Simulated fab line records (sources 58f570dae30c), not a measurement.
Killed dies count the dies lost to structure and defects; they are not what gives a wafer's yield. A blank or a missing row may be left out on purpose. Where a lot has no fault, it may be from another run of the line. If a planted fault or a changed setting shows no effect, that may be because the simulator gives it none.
Matching of chambers :: flow berkeley_cmos170 :: 3 sister chambers for UCB170_V1_CMP_02 on cmp-01
The step polishes SiO2. 14 wafers are shown with their chamber, then 6 later ones without.

## WAFERS WITH THEIR CHAMBER
wafer: L892.3
chamber: 3
motor_current_A (A): 15.1

wafer: L892.4
chamber: 1
motor_current_A (A): 16.8

wafer: L892.5
chamber: 1
motor_current_A (A): 16.8

wafer: L896.2
chamber: 2
motor_current_A (A): 15.9

wafer: L896.3
chamber: 1
motor_current_A (A): 16.5

wafer: L896.6
chamber: 3
motor_current_A (A): 15.6

wafer: L895.3
chamber: 2
motor_current_A (A): 15.4

wafer: L895.5
chamber: 3
motor_current_A (A): 14.2

wafer: L895.6
chamber: 2
motor_current_A (A): 15.4

wafer: L902.3
chamber: 3
motor_current_A (A): 15.4

wafer: L902.4
chamber: 2
motor_current_A (A): 17.6

wafer: L902.6
chamber: 2
motor_current_A (A): 16.0

wafer: L901.4
chamber: 1
motor_current_A (A): 16.8

wafer: L901.5
chamber: 2
motor_current_A (A): 16.0

SIGNATURES (means of the wafers above)
reading: motor_current_A
chamber 1: 16.725
chamber 2: 16.050
chamber 3: 15.075
scatter within a chamber: 0.639
Rule: a wafer's distance from a chamber is the root of the sum, over the readings, of the square of ((its reading less the chamber's mean) divided by the reading's scatter). The wafer belongs to the nearest chamber; if the next one is less than 2 further off, it can't be placed. The scatter is the square root of a quotient: the sum, over the shown wafers, of each reading's squared deviation from its chamber's mean, divided by wafers minus chambers.

## WAFERS WITH NO CHAMBER GIVEN
wafer: L901.6
motor_current_A (A): 15.7

wafer: L907.2
motor_current_A (A): 16.1

wafer: L907.4
motor_current_A (A): 16.2

wafer: L913.1
motor_current_A (A): 15.6

wafer: L913.5
motor_current_A (A): 15.3

wafer: L913.6
motor_current_A (A): 16.3

## WHICH CHAMBER EACH WENT THROUGH
wafer: L901.6
from the rows above: can't be placed: 2 or 3 or 1
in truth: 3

wafer: L907.2
from the rows above: can't be placed: 2 or 1 or 3
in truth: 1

wafer: L907.4
from the rows above: can't be placed: 2 or 1 or 3
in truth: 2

wafer: L913.1
from the rows above: can't be placed: 2 or 3 or 1
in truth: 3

wafer: L913.5
from the rows above: can't be placed: 3 or 2 or 1
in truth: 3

wafer: L913.6
from the rows above: can't be placed: 2 or 1 or 3
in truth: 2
Placed correctly: 0 of 6. Cannot be placed on the basis of these rows: 6; the candidates contain the true chamber in 6. Placed wrongly: 0.
